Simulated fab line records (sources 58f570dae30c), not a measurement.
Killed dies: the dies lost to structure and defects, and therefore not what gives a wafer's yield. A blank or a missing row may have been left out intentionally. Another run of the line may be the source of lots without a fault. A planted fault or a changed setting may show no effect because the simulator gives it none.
Which tool is to blame? | flow berkeley-cmos170 | 45 wafers from 15 lots sampled at 2 of the route's 331 steps

== WHAT EACH GAUGE READ, for each wafer ==
UCB170_PWELL_TW_MEAS_17.
lot  | measured    | on            | PWELL_TW
L116 | day 3 07:54 | film-metro-02 | 382.0 383.3 383.1
L117 | day 3 17:03 | film-metro-01 | 381.9 383.7 383.0
L119 | day 3 17:15 | film-metro-02 | 382.1 381.3 383.2
L121 | day 4 07:47 | film-metro-02 | 383.9 385.0 385.5
L123 | day 4 10:54 | film-metro-02 | 474.3 475.7 477.0
L124 | day 4 15:03 | film-metro-02 | 385.3 385.0 385.2
L125 | day 4 22:09 | film-metro-01 | 474.4 471.7 471.4
L129 | day 5 17:31 | film-metro-03 | 468.4 466.5 465.9
L132 | day 6 07:32 | film-metro-02 | 384.0 382.6 381.5
L131 | day 6 07:47 | film-metro-01 | 382.6 384.1 385.2
L133 | day 6 14:15 | film-metro-02 | 384.0 383.8 383.6
L136 | day 7 05:35 | film-metro-01 | 380.0 380.9 380.6
L135 | day 7 05:44 | film-metro-03 | 378.9 379.5 380.8
L137 | day 7 15:02 | film-metro-02 | 386.7 387.4 387.1
L138 | day 7 21:38 | film-metro-02 | 388.5 385.5 384.4

== EACH LOT AND THE TOOL THAT RAN IT (in order: tool; ch and the chambers of the sampled wafers; start) ==
lot  | UCB170_PWELL_IMPLANT_15
L116 | implanter-01 ch 0, day 3 07:40
L117 | implanter-01 ch 0, day 3 16:47
L119 | implanter-01 ch 0, day 3 17:00
L121 | implanter-04 ch 0, day 4 07:32
L123 | implanter-02 ch 0, day 4 10:22
L124 | implanter-02 ch 0, day 4 14:48
L125 | implanter-02 ch 0, day 4 21:38
L129 | implanter-02 ch 0, day 5 16:56
L132 | implanter-02 ch 0, day 6 07:17
L131 | implanter-04 ch 0, day 6 07:33
L133 | implanter-04 ch 0, day 6 14:01
L136 | implanter-01 ch 0, day 7 05:16
L135 | implanter-04 ch 0, day 7 05:30
L137 | implanter-04 ch 0, day 7 14:47
L138 | implanter-04 ch 0, day 7 21:23
- UCB170_PWELL_IMPLANT_15

== AS READ BY THE TOOLS THEMSELVES (means over the sampled wafers that have a number; for cases with no such wafer, the mark the record gives instead) ==
UCB170_PWELL_IMPLANT_15.
lot  | tool         | beam-on-s (s) | dose-ions-cm2 | tilt-deg (degrees)
L116 | implanter-01 | 10.04         | 5e+12         | 7.006
L117 | implanter-01 | 10.01         | 5e+12         | 6.986
L119 | implanter-01 | 9.90          | 5e+12         | 6.975
L121 | implanter-04 | 10.13         | 5e+12         | 7.001
L123 | implanter-02 | 10.16         | 5e+12         | 7.004
L124 | implanter-02 | 10.01         | 5e+12         | 7.024
L125 | implanter-02 | 10.05         | 5e+12         | 7.001
L129 | implanter-02 | 9.91          | 5e+12         | 7.002
L132 | implanter-02 | 10.02         | 5e+12         | 7.019
L131 | implanter-04 | 10.18         | 5e+12         | 6.996
L133 | implanter-04 | 10.12         | 5e+12         | 7.001
L136 | implanter-01 | 10.06         | 5e+12         | 7.011
L135 | implanter-04 | 9.98          | 5e+12         | 6.982
L137 | implanter-04 | 10.01         | 5e+12         | 7.025
L138 | implanter-04 | 10.12         | 5e+12         | 6.987

== THE ANSWER, worked out from the rows above alone ==
Rule: the usual values come from the lots themselves. The widest of any qualifying gaps counts: lots, ordered by their means at a reading, are off when they make up no more than a third of the lots, leave a main group of 4 or more, and stand apart from it by 3 or more times the standard deviation of that group's means. A main group whose means are all the same, to the digits that the tables above print for the reading, isn't used. A lot without any number at a reading at which 4 lots or more have one is off too. The other lots that the step has rows for count as sound. Order of review: gauges by route order, followed by the tools' own readings, for which a lot's mean as printed above is used. The first step at which some lot is off is used, and at that step the reading that is off furthest; a lot without a number counts as furthest.
Off: at UCB170_PWELL_TW_MEAS_17 (PWELL_TW), L123, L125, L129. For the main group the mean is 383.5 and the standard deviation 2.1.
If a tool, at a process step before that reading, ran all the lots that are off and no sound lot after the first of them, it fits. The gauges at UCB170_PWELL_TW_MEAS_17 are tried like those tools. None of those tried fits.

== WHAT THE SIMULATOR PUT IN ==
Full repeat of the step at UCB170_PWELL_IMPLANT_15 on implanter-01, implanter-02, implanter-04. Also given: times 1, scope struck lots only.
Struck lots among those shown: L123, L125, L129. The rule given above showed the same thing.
